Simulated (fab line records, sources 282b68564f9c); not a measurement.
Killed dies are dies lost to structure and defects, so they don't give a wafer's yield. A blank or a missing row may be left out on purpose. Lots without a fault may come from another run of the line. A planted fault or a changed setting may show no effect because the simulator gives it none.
A struck lot beside a sound one | flow rit_cmos | 15 steps out of a route of 202
Sound: wafers L834.1, L834.2, L834.5. Struck: wafers L847.1, L847.2, L847.6. The cause comes at the end.
At each step with rows: each side's tool, then ch and its chambers, then its first start. Under that, the readings that differ: sound wafers | struck wafers | difference of the means | sigmas: that difference in standard deviations of wafers without a fault.
alike: readings whose means differ by less than 2 such deviations, and words and numbers that are the same on both sides. not compared: withheld readings, readings that some wafer has no value for, bounds like >300 that may hide the same value, and numbers for which the record gives no deviation and whose values overlap.
The two part at a step that has a row with sigmas, a row that says differs or no value, or rows on one side only. Numbers that don't overlap but have no deviation are shown without sigmas and don't part them. A reading that every wafer of one side lacks parts them only if that side has two wafers or more.

RIT_CONTACT_STRIP_12: strips in O2, time 180 s.
  sound on plasma_asher-03 ch 0,1, day 4 06:44; struck on plasma_asher-02 ch 0,1, day 6 22:47
  alike: drypump_motor_current_A, o2_flow_sccm
  not compared: rf_hours_counter_h
RIT_CONTACT_CD_MEAS_90: target cd 1000 nm.
  sound on cd_sem-02, day 4 06:54; struck on cd_sem-01, day 6 22:58
  alike: cd_nm
then, 2 steps without rows for these wafers: RIT_CONTACT_CLEAN_13 (cleans in SC1, time 600 s); RIT_CONTACT_CLEAN_14 (cleans in SC2, time 600 s).
RIT_M1_SPUTTER_00: material Al, target thk 400 nm, time 500 s.
  sound on pvd_sputter-01, day 4 07:22; struck on pvd_sputter-01, day 6 23:26
  alike: cathode_dc_power_W, substrate_temp_c, throttle_valve_pct
RIT_M1_RS_MEAS_01: measures by four-point-probe.
  sound on film_metro-04, day 4 07:40; struck on film_metro-01, day 6 23:44
  alike: M1_AL_RS
RIT_M1_THK_MEAS_02: measures by xrf.
  sound on film_metro-04, day 4 07:47; struck on film_metro-01, day 6 23:52
  alike: M1_AL_THK
then, 2 steps without rows for these wafers: RIT_M1_HMDS_03 (prime time 60 s); RIT_M1_COAT_04 (resist thk 1300 nm).
RIT_M1_SOFTBAKE_05: time 61.98 s.
  sound on litho_track-04 ch 0, day 4 08:09; struck on litho_track-04 ch 0, day 7 00:13
  alike: plate_sensor_t_centre_C, plate_sensor_t_edge_C
then, 2 steps without rows for these wafers: RIT_M1_EXPOSE_06 (exposes mask M12, target cd 2600 nm); RIT_M1_PEB_07.
RIT_M1_DEVELOP_08: develop time 68 s.
  sound on litho_track-03 ch 0, day 4 08:00; struck on litho_track-03 ch 0, day 7 00:00
  reading              | sound             | struck            | difference | sigmas
  developer_temp_C (C) | 23.02 22.95 22.94 | 22.23 22.14 22.02 | -0.84      | -8
RIT_M1_CD_MEAS_09: target cd 2600 nm.
  sound on cd_sem-02, day 4 08:44; struck on cd_sem-01, day 7 00:55
  reading    | sound                | struck               | difference | sigmas
  cd_nm (nm) | 2602.3 2602.2 2600.9 | 2597.6 2596.9 2595.6 | -5.1       | -2
RIT_M1_PROBE_99:
  sound on prober-01, day 4 11:34; struck on prober-01, day 7 03:35
  reading                                    | sound             | struck            | difference | sigmas
  model.etest.contact_to_gate.bv_left_v (V)  | 90.52 92.06 91.23 | 175.5 177.5 179.6 | +86.3      |
  model.etest.contact_to_gate.bv_right_v (V) | 91.32 89.21 90.05 | 6.127 7.344 7.08  | -83.343    |
  model.etest.cap_p_gate.c_min_ff_um2        | 2.337 2.337 2.339 | 2.291 2.292 2.323 | -0.036     |
  model.etest.diode_pplus_comb.cj_ff_um2     | 2.045 2.041 2.029 | 2.085 2.084 2.079 | +0.044     |
  alike: killed_at_contacts, killed_at_front_end, killed_dies, killed_on_rim, killed_open, killed_short
  not compared: model.etest.pmos_0p15.vt_long_v

WHERE THEY PART
First at RIT_M1_DEVELOP_08; last, within this record, at RIT_M1_CD_MEAS_09. Later steps at which nothing parts them and some readings are alike: RIT_M1_PROBE_99.

WHY: what the simulator had put in
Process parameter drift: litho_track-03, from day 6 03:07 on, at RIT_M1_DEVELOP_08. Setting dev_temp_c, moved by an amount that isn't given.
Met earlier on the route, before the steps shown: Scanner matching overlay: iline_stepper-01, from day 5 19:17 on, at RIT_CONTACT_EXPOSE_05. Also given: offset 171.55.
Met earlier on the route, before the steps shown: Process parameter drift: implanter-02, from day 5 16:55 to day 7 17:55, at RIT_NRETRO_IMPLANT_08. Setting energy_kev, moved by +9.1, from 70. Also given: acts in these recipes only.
